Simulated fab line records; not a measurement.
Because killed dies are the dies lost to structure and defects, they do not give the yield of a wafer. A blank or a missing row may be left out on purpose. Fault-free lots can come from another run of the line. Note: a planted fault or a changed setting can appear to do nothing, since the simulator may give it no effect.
Chamber matching || flow berkeley cmos170 || 3 sister chambers for UCB170_CONTACT_CLEAN_00 on wet bench-02
The step cleans in SPM, time 600 s. 3 wafers are shown with their chamber, then 8 later ones without.

== WAFERS WITH THEIR CHAMBER ==
{"wafer": "L169.6", "chamber": 1, "bath heat duty pct (%)": 13.0}
{"wafer": "L186.6", "chamber": 3, "bath heat duty pct (%)": 11.6}
{"wafer": "L188.1", "chamber": 0, "bath heat duty pct (%)": 16.2}

== WAFERS WITHOUT THEIR CHAMBER ==
{"wafer": "L188.3", "bath heat duty pct (%)": 14.8}
{"wafer": "L188.4", "bath heat duty pct (%)": 13.4}
{"wafer": "L189.2", "bath heat duty pct (%)": 14.8}
{"wafer": "L189.4", "bath heat duty pct (%)": 13.3}
{"wafer": "L189.5", "bath heat duty pct (%)": 13.7}
{"wafer": "L191.1", "bath heat duty pct (%)": 12.9}
{"wafer": "L191.2", "bath heat duty pct (%)": 11.8}
{"wafer": "L191.3", "bath heat duty pct (%)": 11.4}

== EACH ONE'S CHAMBER ==
{"wafer": "L188.3", "from the rows above": "can't be placed: 0 or 1", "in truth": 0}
{"wafer": "L188.4", "from the rows above": "can't be placed: 1 or 3", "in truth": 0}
{"wafer": "L189.2", "from the rows above": "can't be placed: 0 or 1", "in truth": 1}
{"wafer": "L189.4", "from the rows above": "can't be placed: 1 or 3", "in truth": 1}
{"wafer": "L189.5", "from the rows above": "can't be placed: 1 or 3", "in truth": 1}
{"wafer": "L191.1", "from the rows above": "can't be placed: 1 or 3", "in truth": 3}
{"wafer": "L191.2", "from the rows above": "can't be placed: 3 or 1", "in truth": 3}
{"wafer": "L191.3", "from the rows above": "can't be placed: 3 or 1", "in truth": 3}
Correctly placed: 0 of 8. From these rows, 8 cannot be placed; in 7 the true chamber is one of the candidates. 0 placed wrongly.
How it was worked out, from the rows above alone: a wafer's distance from a chamber is the root of the sum, over the readings, of the square of ((its reading less the chamber's mean) divided by the reading's scatter). If the next closest chamber is less than 2 further off than the closest, the wafer can't be placed; otherwise it belongs to the closest. The mean given for a chamber averages the wafers shown for that chamber. The scatter: with one shown wafer a chamber, the root of the mean of the squares of how far each hidden wafer lies from its nearest shown one.
